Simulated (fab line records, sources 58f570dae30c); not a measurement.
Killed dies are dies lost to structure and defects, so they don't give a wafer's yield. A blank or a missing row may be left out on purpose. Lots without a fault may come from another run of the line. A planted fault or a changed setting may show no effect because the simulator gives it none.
Chamber matching | flow berkeley_cmos170 | UCB170_V1_CMP_02 on cmp-02: 4 sister chambers
The step polishes SiO2. 8 wafers are shown with their chamber, then 7 later ones without.

WAFERS WITH THEIR CHAMBER
wafer  | chamber | motor_current_A (A)
L340.3 | 2       | 17.0
L340.4 | 1       | 18.1
L340.6 | 3       | 17.2
L341.2 | 0       | 17.3
L341.3 | 2       | 16.8
L341.4 | 3       | 16.8
L342.1 | 0       | 17.6
L342.2 | 1       | 18.7

WAFERS WITHOUT THEIR CHAMBER
wafer  | motor_current_A (A)
L342.5 | 17.6
L344.2 | 17.0
L344.5 | 17.4
L344.6 | 17.0
L345.1 | 17.1
L345.2 | 18.6
L345.5 | 16.6

WHICH CHAMBER EACH WENT THROUGH
wafer  | from the rows above          | in truth
L342.5 | can't be placed: 0 or 3 or 2 | 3
L344.2 | can't be placed: 3 or 2 or 0 | 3
L344.5 | can't be placed: 0 or 3 or 2 | 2
L344.6 | can't be placed: 3 or 2 or 0 | 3
L345.1 | can't be placed: 3 or 2 or 0 | 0
L345.2 | 1                            | 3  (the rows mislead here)
L345.5 | can't be placed: 2 or 3 or 0 | 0
Placed correctly: 0 of 7. Can't be placed from these rows: 6 (the true chamber is among the candidates in 6). Placed wrongly: 1.
How it was worked out, from the rows above alone: a wafer's distance from a chamber is the root of the sum, over the readings, of the square of ((its reading less the chamber's mean) divided by the reading's scatter). The wafer belongs to the nearest chamber; if the next one is less than 2 further off, it can't be placed. A chamber's mean is the mean of its shown wafers. The scatter: the root of (the sum of the squares of (reading less its chamber's mean) over the shown wafers, divided by (wafers less chambers)).
